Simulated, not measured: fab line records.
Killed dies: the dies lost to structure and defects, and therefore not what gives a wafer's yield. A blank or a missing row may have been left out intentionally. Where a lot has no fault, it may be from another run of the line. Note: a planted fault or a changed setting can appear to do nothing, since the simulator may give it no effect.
Lot-split experiment -- flow berkeley_cmos170 -- route with 331 steps; 5 lots, 23 wafers read

## THE SPLIT
At UCB170_SCREENOX_OXIDATION_01 (target thk 14.4 nm, ox time 2400 s), the setting temp_c was moved away from the recipe's 900 C on 20 of the 23 wafers read, by -2.1% to +2.2%. This setting was run at the recipe's value on the other wafers.

There is no step in the file separating the split from the reading.

## THE READING
At UCB170_SCREENOX_THK_MEAS_02: SCREENOX_OXIDE_THK, given in nm. Typical for fault-free wafers on this fab line: 14.49 nm, with standard deviation 0.21 nm.

wafer,"tool, chamber at the split","temp_c as run, C",against the recipe,"SCREENOX_OXIDE_THK, nm",against lot-mates on the recipe
L077.1,"-, -",919.7,+2.2%,18.16,no lot-mate on the recipe
L077.2,"-, -",919.7,+2.2%,17.89,no lot-mate on the recipe
L077.3,"-, -",919.7,+2.2%,17.96,no lot-mate on the recipe
L077.5,"-, -",919.7,+2.2%,18.17,no lot-mate on the recipe
L077.6,"-, -",919.7,+2.2%,18.11,no lot-mate on the recipe
L079.2,"furnace-01, 0",900,recipe,14.27,-
L079.5,"furnace-01, 0",900,recipe,14.66,-
L079.6,"furnace-01, 0",900,recipe,14.54,-
L083.2,"-, -",917,+1.9%,17.45,no lot-mate on the recipe
L083.3,"-, -",917,+1.9%,17.23,no lot-mate on the recipe
L083.4,"-, -",917,+1.9%,17.37,no lot-mate on the recipe
L083.5,"-, -",917,+1.9%,17.06,no lot-mate on the recipe
L083.6,"-, -",917,+1.9%,17.33,no lot-mate on the recipe
L084.1,"-, -",881.4,-2.1%,11.76,no lot-mate on the recipe
L084.2,"-, -",881.4,-2.1%,11.77,no lot-mate on the recipe
L084.3,"-, -",881.4,-2.1%,11.54,no lot-mate on the recipe
L084.4,"-, -",881.4,-2.1%,11.55,no lot-mate on the recipe
L084.6,"-, -",881.4,-2.1%,11.79,no lot-mate on the recipe
L085.1,"-, -",883.2,-1.9%,12.02,no lot-mate on the recipe
L085.3,"-, -",883.2,-1.9%,12.34,no lot-mate on the recipe
L085.4,"-, -",883.2,-1.9%,12.18,no lot-mate on the recipe
L085.5,"-, -",883.2,-1.9%,12.26,no lot-mate on the recipe
L085.6,"-, -",883.2,-1.9%,11.95,no lot-mate on the recipe

THE FIT
A straight line over all 23 wafers: SCREENOX_OXIDE_THK changes by +1.44 nm for each +1% of temp_c; r = +1.00; the points scatter about the line by 0.21 nm.
Too few moved wafers have a lot-mate on the recipe to fit a line with each lot's own level taken away.

## THE WHOLE CHAIN: every reading that the file lists as answering this split, in the file's order
step,what it does,reading,change (the file's fit),r (the file's)
UCB170_SCREENOX_OXIDATION_01,"target thk 14.4 nm, ox time 2400 s","SiO2_of_SCREENOX_OXIDATION_01.thk_nm (the simulator's own value, which no gauge read)",+1.43 nm for each +1% of the setting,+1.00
UCB170_SCREENOX_THK_MEAS_02,,SCREENOX_OXIDE_THK,+1.44 for each +1% of the setting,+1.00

## THE FILE'S OWN FIT
SCREENOX_OXIDE_THK changes by +1.44 nm for each +1% of temp_c, r = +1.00.
